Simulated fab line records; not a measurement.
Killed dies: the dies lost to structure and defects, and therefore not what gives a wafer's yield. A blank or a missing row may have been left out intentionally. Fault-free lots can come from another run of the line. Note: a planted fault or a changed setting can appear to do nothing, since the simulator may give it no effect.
One fault through the eyes of 2 desks -- flow berkeley-cmos170 -- each desk has only its own numbers; what lay behind them comes last

== AT THE METROLOGY DESK ==
What the gauges read for every lot (on any tool): the sampled wafers with a number, averaged. A lot is out of limits, marked OUT, if its mean lies more than 4 standard deviations from the usual mean; the brackets give that distance.
Columns: A = NSD_OVL at UCB170_NSD_OVL_MEAS_07, usual 3 nm; B = M1_AL_THK at UCB170_M1_THK_MEAS_02, usual 604 nm; C = M2_AL_RS at UCB170_M2_RS_MEAS_02, usual 0.0322 ohm/sq; D = M2_AL_THK at UCB170_M2_THK_MEAS_03, usual 896 nm
lot,first seen here,A,B,C,D
L193,day 5 20:31,4,614,0.0323,893
L194,day 6 21:19,7,615,0.0318,902
L195,day 7 06:50,1,595,0.0317,917
L197,day 7 23:07,-2,598,0.0322,892
L200,day 8 10:05,-2,595,0.0325,885
L202,day 8 13:54,-1,597,0.0316,908
L203,day 8 23:55,3,591,0.0323,890
L205,day 9 00:03,0,608,0.0324,887
L204,day 9 09:59,5,609,0.0319,900
L207,day 9 10:16,-2,595,0.0323,891
L208,day 9 15:49,4,601,0.0322,888
L210,day 10 10:29,5,609,0.0429 (+27) OUT,747 (-11) OUT
L211,day 10 19:52,-2,615,0.0478 (+40) OUT,676 (-17) OUT
L216,day 11 11:08,3,608,0.0319,904
This desk reports L210, L211 out of limits; the earliest was L210 at day 11 09:22 (M2_AL_RS at UCB170_M2_RS_MEAS_02). In limits: L193, L194, L195, L197, L200, L202, L203, L205, L204, L207, L208, L216.

== FOR THE TOOL OWNER'S DESK: pvd-sputter-01 ==
The tool's own readings at UCB170_M2_SPUTTER_01 (material Al, target thk 900 nm, time 120 s): means of the sampled wafers that have a number, for each lot that ran on this tool. A lot is out of limits, marked OUT, if its mean lies more than 4 standard deviations from the usual mean; the brackets give that distance.
Columns: A = throttle-valve-pct at UCB170_M2_SPUTTER_01, usual 29.9 %
lot,first seen here,A
L194,day 7 16:12,29.3
L195,day 7 23:16,29.3
L197,day 8 15:55,30.5
L205,day 9 18:28,30.3
L210,day 11 09:16,31.0
L211,day 11 14:34,31.2
This desk found nothing out of limits on any of the 6 lots.

== TAKEN TOGETHER ==
The metrology desk could have raised an alarm at day 11 09:22, on L210, L211.
The tool owner's desk saw nothing out of limits.
Tool owner's desk: L210, L211 on record, inside its limits.
Every lot named ran UCB170_M2_SPUTTER_01 on pvd-sputter-01.

== WHAT THE SIMULATOR HAD INSERTED ==
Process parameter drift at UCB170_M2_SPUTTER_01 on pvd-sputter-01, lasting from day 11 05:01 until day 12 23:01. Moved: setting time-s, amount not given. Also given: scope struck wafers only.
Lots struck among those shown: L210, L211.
Hours from the fault's start to each desk's first reading out of limits: the metrology desk, 4.
